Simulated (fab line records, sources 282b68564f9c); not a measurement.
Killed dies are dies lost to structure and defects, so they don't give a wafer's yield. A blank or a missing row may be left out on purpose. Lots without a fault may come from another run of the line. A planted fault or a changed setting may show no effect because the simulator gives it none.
Which tool did it? | flow rit_cmos | 14 lots, 42 wafers sampled, at 5 steps of a route of 202

WHAT THE GAUGES READ, wafer by wafer
RIT_WELLDRIVE_RS_MEAS_02: measures by four-point-probe. Usual: PWELL_RS 426.1 ohm/sq, standard deviation 1.5.
lot  | measured    | on            | PWELL_RS (ohm/sq) | flag
L382 | day 2 08:46 | film_metro-01 | 425.3 425.3 425.4 |
L383 | day 2 15:08 | film_metro-01 | 427.6 427.1 426.6 |
L385 | day 2 21:13 | film_metro-01 | 426.7 427.6 428.2 |
L386 | day 3 05:37 | film_metro-01 | 425.8 426.6 428.3 |
L387 | day 3 10:39 | film_metro-02 | 424.5 426.8 425.1 |
L389 | day 4 01:04 | film_metro-01 | 426.2 428.2 428.9 |
L392 | day 4 12:25 | film_metro-04 | 424.9 424.1 425.6 |
L393 | day 4 16:52 | film_metro-02 | 426.0 426.8 426.7 |
L394 | day 4 18:08 | film_metro-04 | 424.9 424.3 425.4 |
L399 | day 6 01:37 | film_metro-01 | 425.3 424.6 424.8 |
L400 | day 6 04:08 | film_metro-04 | 425.5 426.2 425.7 |
L401 | day 6 08:27 | film_metro-04 | 431.8 431.0 433.1 | OFF
L402 | day 6 13:41 | film_metro-01 | 435.8 434.2 433.0 | OFF
L405 | day 7 14:11 | film_metro-01 | 425.0 425.9 424.8 |

RIT_CONTACT_CD_MEAS_90: target cd 1000 nm. Usual: cd_nm 1000.4 nm, standard deviation 2.1.
lot  | measured    | on        | cd_nm (nm)           | flag
L382 | day 3 11:22 | cd_sem-02 | 998.2 996.4 997.9    |
L383 | day 3 20:40 | cd_sem-01 | 1002.4 1004.7 1003.7 |
L385 | day 4 07:50 | cd_sem-02 | 1000.1 997.7 998.9   |
L386 | day 4 14:28 | cd_sem-01 | 999.9 1000.4 1001.3  |
L387 | day 4 17:02 | cd_sem-02 | 1004.8 1001.7 1002.2 |
L389 | day 5 08:50 | cd_sem-02 | 997.5 999.4 1000.3   |
L392 | day 5 17:38 | cd_sem-01 | 1000.3 1003.1 1002.6 |
L393 | day 6 01:23 | cd_sem-01 | 1000.7 1002.3 1002.0 |
L394 | day 6 01:52 | cd_sem-02 | 998.9 997.4 996.3    |
L399 | day 7 13:44 | cd_sem-01 | 1000.7 1002.6 998.7  |
L400 | day 7 15:01 | cd_sem-02 | 1001.6 1000.0 1002.0 |
L401 | day 7 21:23 | cd_sem-01 | 1001.2 1001.2 999.4  |
L402 | day 7 21:43 | cd_sem-02 | 1000.2 1001.9 1001.8 |
L405 | day 9 00:17 | cd_sem-02 | 1000.9 999.5 999.0   |

WHICH TOOL RAN EACH LOT (tool, then ch and the chambers of the sampled wafers, then the start)
lot  | RIT_PWELL_IMPLANT_08           | RIT_NRETRO_STRIP_09                 | RIT_NLDD_STRIP_09
L382 | implanter-03 ch 0, day 2 01:34 | plasma_asher-03 ch 0,1, day 2 10:11 | plasma_asher-03 ch 0,1, day 3 00:51
L383 | implanter-03 ch 0, day 2 08:24 | plasma_asher-04 ch 0,1, day 2 16:47 | plasma_asher-03 ch 0,1, day 3 09:01
L385 | implanter-03 ch 0, day 2 15:38 | plasma_asher-04 ch 0,1, day 2 22:51 | plasma_asher-03 ch 0,1, day 3 18:53
L386 | implanter-03 ch 0, day 3 00:02 | plasma_asher-03 ch 0,1, day 3 07:06 | plasma_asher-02 ch 0,1, day 4 02:42
L387 | implanter-03 ch 0, day 3 02:36 | plasma_asher-04 ch 0,1, day 3 12:05 | plasma_asher-01 ch 0,1, day 4 05:12
L389 | implanter-01 ch 0, day 3 18:56 | plasma_asher-04 ch 0,1, day 4 02:38 | plasma_asher-03 ch 0,1, day 4 19:46
L392 | implanter-01 ch 0, day 4 06:09 | plasma_asher-01 ch 0,1, day 4 13:50 | plasma_asher-02 ch 0,1, day 5 05:49
L393 | implanter-03 ch 0, day 4 11:17 | plasma_asher-03 ch 0,1, day 4 18:17 | plasma_asher-03 ch 0,1, day 5 11:54
L394 | implanter-03 ch 0, day 4 12:33 | plasma_asher-04 ch 0,1, day 4 19:41 | plasma_asher-02 ch 0,1, day 5 12:12
L399 | implanter-01 ch 0, day 5 19:14 | plasma_asher-03 ch 1, day 6 03:02   | plasma_asher-03 ch 0,1, day 7 03:01
L400 | implanter-03 ch 0, day 5 22:32 | plasma_asher-04 ch 0,1, day 6 05:32 | plasma_asher-02 ch 0,1, day 7 03:08
L401 | implanter-01 ch 0, day 6 02:52 | plasma_asher-01 ch 0,1, day 6 09:52 | plasma_asher-03 ch 0,1, day 7 09:16
L402 | implanter-01 ch 0, day 6 06:35 | plasma_asher-01 ch 0,1, day 6 15:08 | plasma_asher-02 ch 0,1, day 7 09:41
L405 | implanter-04 ch 0, day 7 08:01 | plasma_asher-04 ch 1, day 7 15:36   | plasma_asher-02 ch 0,1, day 8 12:17
- RIT_PWELL_IMPLANT_08
- RIT_NRETRO_STRIP_09: strips in O2, time 180 s.
- RIT_NLDD_STRIP_09: strips in O2, time 180 s.

WHAT THE TOOLS THEMSELVES READ (means of the sampled wafers that have a number; where no wafer has one, the mark that the record gives instead)
RIT_PWELL_IMPLANT_08. Usual: tilt_deg 7.000 degrees, standard deviation 0.021.
lot  | tool         | tilt_deg (degrees) | flag
L382 | implanter-03 | 6.994              |
L383 | implanter-03 | 7.018              |
L385 | implanter-03 | 7.024              |
L386 | implanter-03 | 6.972              |
L387 | implanter-03 | 7.031              |
L389 | implanter-01 | 7.006              |
L392 | implanter-01 | 6.993              |
L393 | implanter-03 | 7.016              |
L394 | implanter-03 | 7.016              |
L399 | implanter-01 | 6.994              |
L400 | implanter-03 | 6.989              |
L401 | implanter-01 | 7.001              |
L402 | implanter-01 | 7.031              |
L405 | implanter-04 | 6.985              |

RIT_NRETRO_STRIP_09. Usual: drypump_motor_current_A 5.7 A, standard deviation 0.52.
lot  | tool            | drypump_motor_current_A (A) | flag
L382 | plasma_asher-03 | 5.7                         |
L383 | plasma_asher-04 | 5.5                         |
L385 | plasma_asher-04 | 5.4                         |
L386 | plasma_asher-03 | 5.9                         |
L387 | plasma_asher-04 | 5.8                         |
L389 | plasma_asher-04 | 5.8                         |
L392 | plasma_asher-01 | 5.5                         |
L393 | plasma_asher-03 | 5.7                         |
L394 | plasma_asher-04 | 5.4                         |
L399 | plasma_asher-03 | 5.4                         |
L400 | plasma_asher-04 | 5.8                         |
L401 | plasma_asher-01 | 6.0                         |
L402 | plasma_asher-01 | 5.5                         |
L405 | plasma_asher-04 | 6.2                         |

RIT_NLDD_STRIP_09. Usual: drypump_motor_current_A 5.9 A, standard deviation 0.38.
lot  | tool            | drypump_motor_current_A (A) | flag
L382 | plasma_asher-03 | 5.9                         |
L383 | plasma_asher-03 | 5.6                         |
L385 | plasma_asher-03 | 5.9                         |
L386 | plasma_asher-02 | 6.1                         |
L387 | plasma_asher-01 | 5.5                         |
L389 | plasma_asher-03 | 5.9                         |
L392 | plasma_asher-02 | 6.1                         |
L393 | plasma_asher-03 | 5.6                         |
L394 | plasma_asher-02 | 6.1                         |
L399 | plasma_asher-03 | 5.6                         |
L400 | plasma_asher-02 | 6.1                         |
L401 | plasma_asher-03 | 5.9                         |
L402 | plasma_asher-02 | 6.1                         |
L405 | plasma_asher-02 | 6.1                         |

THE ANSWER, worked out from the rows above alone
Rule: a lot is off if the mean of its wafers that have a number lies more than 3 standard deviations from the usual mean. A lot without any number at a reading at which 4 lots or more have one is off too. The other lots that the step has rows for count as sound. The gauges are gone through in route order, then the tools' own readings, and for those a lot's mean is taken as printed above. The first step at which some lot is off is used, and at that step the reading that is off furthest; a lot without a number counts as furthest.
Off: L401, L402, at RIT_WELLDRIVE_RS_MEAS_02 (PWELL_RS).
A tool fits if, at a process step before that reading, it ran every lot that is off, and no sound lot after the first of them. The gauges at RIT_WELLDRIVE_RS_MEAS_02 are tried like those tools. One fits: implanter-01 at RIT_PWELL_IMPLANT_08. Its last sound lot is L399 (day 5 19:14), its first lot that is off L401 (day 6 02:52): a fault that began between those two fits.

WHAT THE SIMULATOR HAD PUT IN
Process parameter drift: implanter-01, from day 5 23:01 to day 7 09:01, at RIT_PWELL_IMPLANT_08. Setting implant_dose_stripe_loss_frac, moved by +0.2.
Lots struck among those shown: L401, L402. The rule above found the same.
